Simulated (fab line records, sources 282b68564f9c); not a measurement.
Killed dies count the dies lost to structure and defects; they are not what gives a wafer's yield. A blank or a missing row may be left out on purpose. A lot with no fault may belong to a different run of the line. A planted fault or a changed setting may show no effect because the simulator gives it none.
Which tool did it? :: flow ritCmos :: 15 lots with 45 wafers sampled at 2 steps, on a route of 202 steps

== WHAT THE GAUGES SHOWED, per wafer ==
RIT_SDANNEAL_RS_MEAS_05: the measuring method here is four-point-probe.
lot: L668
measured: day 3 03:52
on: filmMetro-01
NSD_RS (ohm/sq): 85.12 84.85 85.08

lot: L669
measured: day 3 10:59
on: filmMetro-01
NSD_RS (ohm/sq): 84.98 84.98 84.97

lot: L671
measured: day 3 18:49
on: filmMetro-03
NSD_RS (ohm/sq): 84.56 84.06 84.33

lot: L672
measured: day 4 03:11
on: filmMetro-01
NSD_RS (ohm/sq): 84.73 85.02 84.78

lot: L673
measured: day 4 05:22
on: filmMetro-03
NSD_RS (ohm/sq): 84.69 84.55 84.50

lot: L675
measured: day 4 17:05
on: filmMetro-03
NSD_RS (ohm/sq): 84.28 84.26 84.20

lot: L676
measured: day 4 23:29
on: filmMetro-01
NSD_RS (ohm/sq): 84.65 84.44 84.39

lot: L678
measured: day 5 09:05
on: filmMetro-01
NSD_RS (ohm/sq): 85.31 85.29 85.53

lot: L679
measured: day 5 14:56
on: filmMetro-01
NSD_RS (ohm/sq): 86.02 86.04 86.10

lot: L683
measured: day 6 07:09
on: filmMetro-02
NSD_RS (ohm/sq): 85.55 85.71 85.38

lot: L684
measured: day 6 12:44
on: filmMetro-01
NSD_RS (ohm/sq): 84.41 84.37 84.48

lot: L687
measured: day 7 05:43
on: filmMetro-03
NSD_RS (ohm/sq): 84.67 84.66 84.67

lot: L688
measured: day 7 08:17
on: filmMetro-02
NSD_RS (ohm/sq): 84.38 84.66 84.40

lot: L690
measured: day 7 20:42
on: filmMetro-02
NSD_RS (ohm/sq): 84.50 84.76 84.73

lot: L691
measured: day 7 22:23
on: filmMetro-03
NSD_RS (ohm/sq): 85.04 84.73 84.69

== EACH LOT AND THE TOOL THAT RAN IT (in order: tool; ch and the chambers of the sampled wafers; start) ==
lot: L668
RIT_NSD_IMPLANT_08: implanter-03 ch 0, day 3 01:07

lot: L669
RIT_NSD_IMPLANT_08: implanter-03 ch 0, day 3 08:35

lot: L671
RIT_NSD_IMPLANT_08: implanter-03 ch 0, day 3 16:28

lot: L672
RIT_NSD_IMPLANT_08: implanter-01 ch 0, day 4 00:50

lot: L673
RIT_NSD_IMPLANT_08: implanter-01 ch 0, day 4 02:53

lot: L675
RIT_NSD_IMPLANT_08: implanter-03 ch 0, day 4 14:43

lot: L676
RIT_NSD_IMPLANT_08: implanter-03 ch 0, day 4 21:07

lot: L678
RIT_NSD_IMPLANT_08: implanter-03 ch 0, day 5 06:35

lot: L679
RIT_NSD_IMPLANT_08: implanter-03 ch 0, day 5 12:10

lot: L683
RIT_NSD_IMPLANT_08: implanter-03 ch 0, day 6 04:46

lot: L684
RIT_NSD_IMPLANT_08: implanter-01 ch 0, day 6 10:09

lot: L687
RIT_NSD_IMPLANT_08: implanter-04 ch 0, day 7 03:04

lot: L688
RIT_NSD_IMPLANT_08: implanter-01 ch 0, day 7 05:44

lot: L690
RIT_NSD_IMPLANT_08: implanter-04 ch 0, day 7 18:13

lot: L691
RIT_NSD_IMPLANT_08: implanter-04 ch 0, day 7 19:52
- RIT_NSD_IMPLANT_08

== WHAT THE TOOLS THEMSELVES READ (means of the sampled wafers that have a number; where no wafer has one, the mark that the record gives instead) ==
RIT_NSD_IMPLANT_08.
lot: L668
tool: implanter-03
beamEnergyKeV: 25.005
doseIonsCm2: 1.0018e+15
endStationPressureTorr (Torr): 7.9e-06
faradayCurrentUA: 3082

lot: L669
tool: implanter-03
beamEnergyKeV: 25.003
doseIonsCm2: 9.9987e+14
endStationPressureTorr (Torr): 7.6e-06
faradayCurrentUA: 3066

lot: L671
tool: implanter-03
beamEnergyKeV: 25.004
doseIonsCm2: 9.9883e+14
endStationPressureTorr (Torr): 7.4e-06
faradayCurrentUA: 3142

lot: L672
tool: implanter-01
beamEnergyKeV: 24.996
doseIonsCm2: 1.0005e+15
endStationPressureTorr (Torr): 7.4e-06
faradayCurrentUA: 3137

lot: L673
tool: implanter-01
beamEnergyKeV: 25.000
doseIonsCm2: 9.9897e+14
endStationPressureTorr (Torr): 7.6e-06
faradayCurrentUA: 3128

lot: L675
tool: implanter-03
beamEnergyKeV: 25.001
doseIonsCm2: 1.0006e+15
endStationPressureTorr (Torr): 7.8e-06
faradayCurrentUA: 3151

lot: L676
tool: implanter-03
beamEnergyKeV: 24.994
doseIonsCm2: 9.9940e+14
endStationPressureTorr (Torr): 7.4e-06
faradayCurrentUA: 3125

lot: L678
tool: implanter-03
beamEnergyKeV: 22.476
doseIonsCm2: 9.9883e+14
endStationPressureTorr (Torr): 7.3e-06
faradayCurrentUA: 3258

lot: L679
tool: implanter-03
beamEnergyKeV: 22.459
doseIonsCm2: 1.0018e+15
endStationPressureTorr (Torr): 7.3e-06
faradayCurrentUA: 3152

lot: L683
tool: implanter-03
beamEnergyKeV: 22.457
doseIonsCm2: 1.0004e+15
endStationPressureTorr (Torr): 7.1e-06
faradayCurrentUA: 3100

lot: L684
tool: implanter-01
beamEnergyKeV: 24.999
doseIonsCm2: 1.0004e+15
endStationPressureTorr (Torr): 7.0e-06
faradayCurrentUA: 3118

lot: L687
tool: implanter-04
beamEnergyKeV: 24.996
doseIonsCm2: 9.9947e+14
endStationPressureTorr (Torr): 7.9e-06
faradayCurrentUA: 3170

lot: L688
tool: implanter-01
beamEnergyKeV: 24.998
doseIonsCm2: 9.9910e+14
endStationPressureTorr (Torr): 7.6e-06
faradayCurrentUA: 3112

lot: L690
tool: implanter-04
beamEnergyKeV: 25.010
doseIonsCm2: 9.9953e+14
endStationPressureTorr (Torr): 7.5e-06
faradayCurrentUA: 3131

lot: L691
tool: implanter-04
beamEnergyKeV: 24.996
doseIonsCm2: 1.0011e+15
endStationPressureTorr (Torr): 7.6e-06
faradayCurrentUA: 3083

== THE ANSWER, worked out from the rows above alone ==
Rule: usual is defined by the lots themselves. The widest of any qualifying gaps counts: lots, ordered by their means at a reading, are off when they make up no more than a third of the lots, leave a main group of 4 or more, and stand apart from it by 3 or more times the standard deviation of that group's means. If all means in a main group match to the digits the tables above print for the reading, that group is not used. A lot without any number at a reading at which 4 lots or more have one is off too. Where the step has rows for the other lots, those lots are counted as sound. Order of review: gauges by route order, followed by the tools' own readings, for which a lot's mean as printed above is used. At the first step where some lot is off, the reading lying furthest off is the one used; lots without a number count as furthest.
Off: L678, L679, L683, at RIT_NSD_IMPLANT_08 (beamEnergyKeV). Mean 25.000 and standard deviation 0.0045 in the main group.
A tool fits if, at that step or a process step before it, it ran every lot that is off, and no sound lot after the first of them. One candidate fits, namely implanter-03 at RIT_NSD_IMPLANT_08. Its last sound lot is L676 (day 4 21:07), its first lot that is off L678 (day 5 06:35): a fault that began between those two fits.
The tool's own readings at RIT_NSD_IMPLANT_08 bear it out: on the lots that are off they differ by more than 5 times the standard deviation of the sound lots' means. beamEnergyKeV reads 22.464 there against 25.000 on the sound lots.

== WHAT WAS PUT IN BY THE SIMULATOR ==
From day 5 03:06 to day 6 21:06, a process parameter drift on implanter-03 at RIT_NSD_IMPLANT_08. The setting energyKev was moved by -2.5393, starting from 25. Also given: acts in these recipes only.
Lots struck among those shown: L678, L679, L683. The same result came from the rule above.
